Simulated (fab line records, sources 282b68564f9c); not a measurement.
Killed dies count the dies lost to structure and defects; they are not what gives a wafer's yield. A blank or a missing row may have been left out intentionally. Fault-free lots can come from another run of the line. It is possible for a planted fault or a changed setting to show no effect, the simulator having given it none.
2 desks looking at one fault / flow rit-cmos / numbers are kept per desk, each desk with only its own; the story behind them comes last

## FOR THE TOOL OWNER'S DESK: rtp-anneal-02
The tool's own readings at RIT_SILICIDE_RTA_04 (time 10 s, ramp up 5 s, ramp down 5 s): means of the sampled wafers that have a number, for each lot that ran on this tool. The brackets show how far a lot's mean lies from the usual mean; more than 4 standard deviations puts the lot out of limits, marked OUT.
Columns: A = chamber-o2-ppm at RIT_SILICIDE_RTA_04, usual 1.997; B = wafer_temp_C_max at RIT_SILICIDE_RTA_04, usual 652.2
lot=L482; first seen here=day 3 14:19; A=2.019; B=652.3
lot=L483; first seen here=day 3 18:38; A=1.995; B=652.5
lot=L484; first seen here=day 4 00:01; A=1.993; B=652.9
lot=L486; first seen here=day 4 07:50; A=2.016; B=652.5
lot=L488; first seen here=day 5 00:46; A=1.981; B=652.4
lot=L490; first seen here=day 5 06:07; A=2.019; B=652.2
lot=L492; first seen here=day 5 16:44; A=1.986; B=652.0
lot=L494; first seen here=day 6 00:35; A=2.015; B=653.3
lot=L498; first seen here=day 6 20:17; A=1.975; B=722.6 (+99 or more) OUT
lot=L500; first seen here=day 7 07:04; A=1.978; B=722.5 (+99 or more) OUT
This desk finds L498, L500 out of limits, L498 being first, at day 6 20:17 (wafer_temp_C_max at RIT_SILICIDE_RTA_04). L482, L483, L484, L486, L488, L490, L492, L494 stayed within limits.

## METROLOGY DESK
What the gauges read, lot by lot, whatever tool the lot ran on: means of the sampled wafers that have a number. The brackets show how far a lot's mean lies from the usual mean; more than 4 standard deviations puts the lot out of limits, marked OUT.
Columns: A = NLDD_OVL at RIT_NLDD_OVL_MEAS_06, usual 0.1 nm; B = cd-nm at RIT_CONTACT_CD_MEAS_90, usual 1000.2 nm
lot=L482; first seen here=day 3 04:25; A=0.3; B=1000.0
lot=L483; first seen here=day 3 09:55; A=2.2; B=999.2
lot=L484; first seen here=day 3 15:10; A=-0.2; B=1003.5
lot=L485; first seen here=day 3 17:43; A=-0.9; B=1003.9
lot=L486; first seen here=day 3 23:07; A=-0.9; B=1001.6
lot=L487; first seen here=day 4 05:08; A=0.3; B=1001.5
lot=L488; first seen here=day 4 16:04; A=0.2; B=1001.1
lot=L490; first seen here=day 4 20:50; A=0.0; B=1000.7
lot=L492; first seen here=day 5 07:32; A=-0.2; B=999.0
lot=L494; first seen here=day 5 15:28; A=3.4; B=998.8
lot=L495; first seen here=day 5 20:46; A=-0.1; B=999.4
lot=L497; first seen here=day 6 06:37; A=-0.2; B=1001.7
lot=L498; first seen here=day 6 11:15; A=-0.9; B=998.4
lot=L500; first seen here=day 6 22:22; A=1.1; B=1000.4
Result from this desk: across the 14 lots, nothing is out of limits.

## TAKEN TOGETHER
The tool owner's desk could have raised an alarm at day 6 20:17, on L498, L500.
At the metrology desk, nothing out of limits was observed.
The metrology desk holds a record of L498, L500, inside its limits.
RIT_SILICIDE_RTA_04 was run on rtp-anneal-02 by each of the lots named.

## WHAT HAD BEEN PUT IN BY THE SIMULATOR
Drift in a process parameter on rtp-anneal-02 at RIT_SILICIDE_RTA_04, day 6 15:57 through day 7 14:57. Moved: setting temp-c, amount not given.
Struck lots among those shown: L498, L500.
Delay in hours, fault start to first out-of-limits reading, by desk: the tool owner's desk at 4.
